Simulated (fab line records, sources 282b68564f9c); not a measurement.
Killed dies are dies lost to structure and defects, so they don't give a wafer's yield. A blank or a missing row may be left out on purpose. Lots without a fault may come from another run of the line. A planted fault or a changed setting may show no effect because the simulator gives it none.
Problem report in the 8D (eight disciplines) form, filled by code | flow rit_cmos | the parts of the form that need people (team, actions taken, sign-off) are left out

1. THE PROBLEM
tilt_deg at RIT_NRETRO_IMPLANT_08 reads a mean of 6.457 degrees on 6 wafers of 2 lots; wafers without a fault read 7.004 degrees with a standard deviation of 0.019. That is -29 standard deviations from the usual mean.
First seen on wafer L268.1, day 4 22:28, on implanter-04. The record holds 42 wafers of 14 lots with a number at this step. Rule for "out", or "out of limits": more than 4 standard deviations from the usual mean. The other wafers with a number count as sound.

2. WHAT IT IS AND WHAT IT IS NOT
question                    | is                     | is not
which readings at this step | tilt_deg               | beam_on_s, dose_ions_cm2
which lots                  | L268, L269             | L256, L257, L258, L259, L260, L262, L263, L271, L273, L276, L277, L279
which wafers of those lots  | all that have a number | -
read on which tools         | implanter-04           | implanter-02, implanter-03
when                        | from day 4 22:28       | up to then (21 sound wafers); but 15 sound wafers of L271, L273, L276, L277, L279 came after

3. SUSPECTS, AND WHAT RULES EACH OUT
Counting: a tool at a process step up to the reading stays a suspect if it ran every lot that is out and no sound lot after the first of them.
- implanter-04 at RIT_NRETRO_IMPLANT_08: kept. It ran every lot that is out, first L268 (day 4 22:28), and no sound lot after that; its last sound lot up to then is L263 (day 3 17:57). Its own readings are out on those wafers: tilt_deg.
Left after counting: implanter-04 at RIT_NRETRO_IMPLANT_08.

4. THE CAUSE (what the simulator had put in)
Process parameter drift: implanter-04, from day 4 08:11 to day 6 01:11, at RIT_NRETRO_IMPLANT_08. Setting tilt_deg, moved by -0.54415, from 7. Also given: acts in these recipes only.
Counting left only this tool.

5. THE CHAIN OF EFFECTS, in route order
Each row: a reading whose mean over the struck wafers that have a number lies more than 3 standard deviations from the usual. Only readings for which the record gives a usual standard deviation are gone through. hours: the time from each lot's start at the first step in this table that gives one to its start at this step, as a median over the lots. sigmas: the change in usual standard deviations.
hours | step                  | reading  | usual         | on struck wafers | change | sigmas
0     | RIT_NRETRO_IMPLANT_08 | tilt_deg | 7.004 degrees | 6.457            | -0.547 | -29
The process steps in it:
- RIT_NRETRO_IMPLANT_08

6. WHAT WOULD HAVE CAUGHT IT SOONER
In this record the first reading out of limits was taken at day 4 22:28, 14 hours after the fault began at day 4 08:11.
